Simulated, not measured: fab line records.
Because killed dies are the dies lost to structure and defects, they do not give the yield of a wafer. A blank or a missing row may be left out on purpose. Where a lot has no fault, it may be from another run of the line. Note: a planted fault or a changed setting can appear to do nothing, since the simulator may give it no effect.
Struck lot and sound lot, side by side :: flow berkeleyCmos170 :: 15 out of 331 route steps
Sound: the wafers L454.2, L454.4, L454.5. The struck wafers were L447.2, L447.3, L447.6. The cause is named last.
Each step with rows lists, per side, the tool, then ch with its chambers, then its first start. Under that, the readings that differ: sound wafers :: struck wafers :: difference of the means :: sigmas: that difference in standard deviations of wafers without a fault.
alike: readings with means less than 2 such deviations apart, plus words and numbers identical on both sides. not compared: withheld readings, readings lacking a value on some wafer, bounds such as >300 that could conceal the same value, and numbers that have no deviation in the record and whose values overlap.
Wherever a step has rows on one side only, a row that says differs or no value, or a row with sigmas, the two part there. Numbers that don't overlap but have no deviation are shown without sigmas and don't part them. A reading that every wafer of one side lacks parts them only if that side has two wafers or more.

first, 2 steps without rows for these wafers: UCB170_V1_PEB_10; UCB170_V1_DEVELOP_11 (develop time 45 s).
UCB170_V1_CD_MEAS_12 targets a cd of 700 nm.
  struck on cdSem-02, day 10 19:34; sound on cdSem-01, day 12 00:43
  alike: cdNm
UCB170_V1_OVL_MEAS_13:
  struck on overlay-02, day 10 19:40; sound on overlay-01, day 12 00:49
  alike: V1_OVL
UCB170_V1_ETCH_14: etches SiO2 in CHF3/CF4/Ar, stops on Al, target depth 1250 nm, time 291 s.
  sound on rieDiel-04 ch 0,2,3, day 12 00:51; struck on rieDiel-01 ch 1,2, day 10 19:42
  alike: drypumpMotorCurrentA, oesProductAu, throttleValvePct
  not compared: rfHoursCounterH
UCB170_V1_STRIP_15: strips in O2.
  sound on plasmaAsher-04 ch 0,1, day 12 01:02; struck on plasmaAsher-01 ch 1, day 10 19:53
reading: drypumpMotorCurrentA (A)
sound: 5.0 5.4 5.4
struck: 6.3 6.3 6.3
difference: +1.0
sigmas: +2
  alike: oesProductAu, stripTimeToEndpointS
  not compared: rfHoursCounterH
UCB170_V1_CD_MEAS_90 targets a cd of 700 nm.
  struck on cdSem-02, day 10 20:00; sound on cdSem-02, day 12 01:09
  alike: cdNm
then, 1 step without rows for these wafers: UCB170_M2_PRE_CLEAN_00 (preclean etch time 60 s).
UCB170_M2_SPUTTER_01: material Al, target thk 900 nm, time 120 s.
  struck on pvdSputter-04, day 10 20:10; sound on pvdSputter-04, day 12 01:19
  alike: throttleValvePct
UCB170_M2_RS_MEAS_02: uses a four-point probe to measure.
  struck on filmMetro-03, day 10 20:16; sound on filmMetro-01, day 12 01:25
  alike: M2_AL_RS
UCB170_M2_THK_MEAS_03: measures by xrf.
  struck on filmMetro-03, day 10 20:23; sound on filmMetro-01, day 12 01:32
  alike: M2_AL_THK
then, 1 step without rows for these wafers: UCB170_M2_HMDS_04 (prime time 60 s).
UCB170_M2_COAT_05: resist thk 900 nm.
  sound on lithoTrack-03 ch 0, day 12 01:45; struck on lithoTrack-02 ch 0, day 10 20:55
reading: spinSpeedRpm (rpm)
sound: 1498.7 1498.7 1499.4
struck: 1475.0 1475.3 1476.9
difference: -23.2
sigmas: -24

reading: model.KrF_of_M2_COAT_05.thkNm (nm)
sound: 901.2 899.9 903.7
struck: 903.8 907.4 906.5
difference: +4.3
sigmas: 
  alike: resistLineTempC
then, 1 step without rows for these wafers: UCB170_M2_SOFTBAKE_06 (time 60 s).
UCB170_M3_PROBE_99:
  rows exist in the record for the struck wafers here (prober-02, day 11 05:22), but not for the sound ones

== WHERE THEY PART ==
At UCB170_V1_STRIP_15 first; at UCB170_M3_PROBE_99 last (within this record only).

WHY: what had been put in by the simulator
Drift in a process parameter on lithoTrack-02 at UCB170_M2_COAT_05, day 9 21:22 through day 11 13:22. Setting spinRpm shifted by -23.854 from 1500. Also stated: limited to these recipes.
